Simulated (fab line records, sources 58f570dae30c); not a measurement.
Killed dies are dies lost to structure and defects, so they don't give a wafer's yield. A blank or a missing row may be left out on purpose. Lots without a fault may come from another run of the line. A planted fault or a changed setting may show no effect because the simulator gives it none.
Chamber matching | flow berkeley_cmos170 | UCB170_V1_CMP_02 on cmp-01: 4 sister chambers
The step polishes SiO2. 14 wafers are shown with their chamber, then 7 later ones without.

WAFERS WITH THEIR CHAMBER
wafer  | chamber | motor_current_A (A) | edge_zone_pressure_frac | head_pressure_psi (psi)
L172.1 | 1       | 17.0                | 1.008                   | 5.996
L172.3 | 0       | 15.0                | 1.002                   | 6.000
L172.6 | 3       | 13.5                | 1.006                   | 5.994
L174.2 | 3       | 14.1                | 1.004                   | 5.992
L174.4 | 2       | 14.6                | 1.004                   | 5.985
L174.6 | 1       | 17.0                | 0.992                   | 5.969
L177.2 | 2       | 14.8                | 0.999                   | 6.012
L177.3 | 3       | 13.6                | 0.996                   | 5.992
L177.5 | 2       | 13.8                | 0.996                   | 6.006
L176.1 | 1       | 16.5                | 1.001                   | 5.993
L176.3 | 3       | 13.7                | 0.999                   | 5.995
L176.6 | 1       | 18.0                | 0.994                   | 5.980
L179.1 | 3       | 12.9                | 0.995                   | 6.034
L179.2 | 1       | 16.8                | 0.990                   | 6.022

SIGNATURES (means of the wafers above)
reading                 | chamber 0 | chamber 1 | chamber 2 | chamber 3 | scatter within a chamber
motor_current_A         | 15.000    | 17.060    | 14.400    | 13.560    | 0.508
edge_zone_pressure_frac | 1.00200   | 0.99700   | 0.99967   | 1.00000   | 0.00589
head_pressure_psi       | 6.00000   | 5.99200   | 6.00100   | 6.00140   | 0.0182
Rule: a wafer's distance from a chamber is the root of the sum, over the readings, of the square of ((its reading less the chamber's mean) divided by the reading's scatter). The wafer belongs to the nearest chamber; if the next one is less than 2 further off, it can't be placed. The scatter: the root of (the sum of the squares of (reading less its chamber's mean) over the shown wafers, divided by (wafers less chambers)).

WAFERS WITHOUT THEIR CHAMBER
wafer  | motor_current_A (A) | edge_zone_pressure_frac | head_pressure_psi (psi)
L179.3 | 15.0                | 1.000                   | 5.981
L180.1 | 14.6                | 1.001                   | 5.988
L180.5 | 13.0                | 0.994                   | 6.001
L180.6 | 15.9                | 0.991                   | 5.997
L191.1 | 14.0                | 1.000                   | 6.000
L191.3 | 17.1                | 1.006                   | 6.018
L191.4 | 15.9                | 1.005                   | 5.999

WHICH CHAMBER EACH WENT THROUGH
wafer  | from the rows above          | in truth
L179.3 | can't be placed: 0 or 2 or 3 | 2
L180.1 | can't be placed: 2 or 0 or 3 | 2
L180.5 | can't be placed: 3 or 2      | 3
L180.6 | can't be placed: 1 or 0 or 2 | 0
L191.1 | can't be placed: 2 or 3 or 0 | 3
L191.3 | 1                            | 1
L191.4 | can't be placed: 0 or 1 or 2 | 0
Placed correctly: 1 of 7. Can't be placed from these rows: 6 (the true chamber is among the candidates in 6). Placed wrongly: 0.
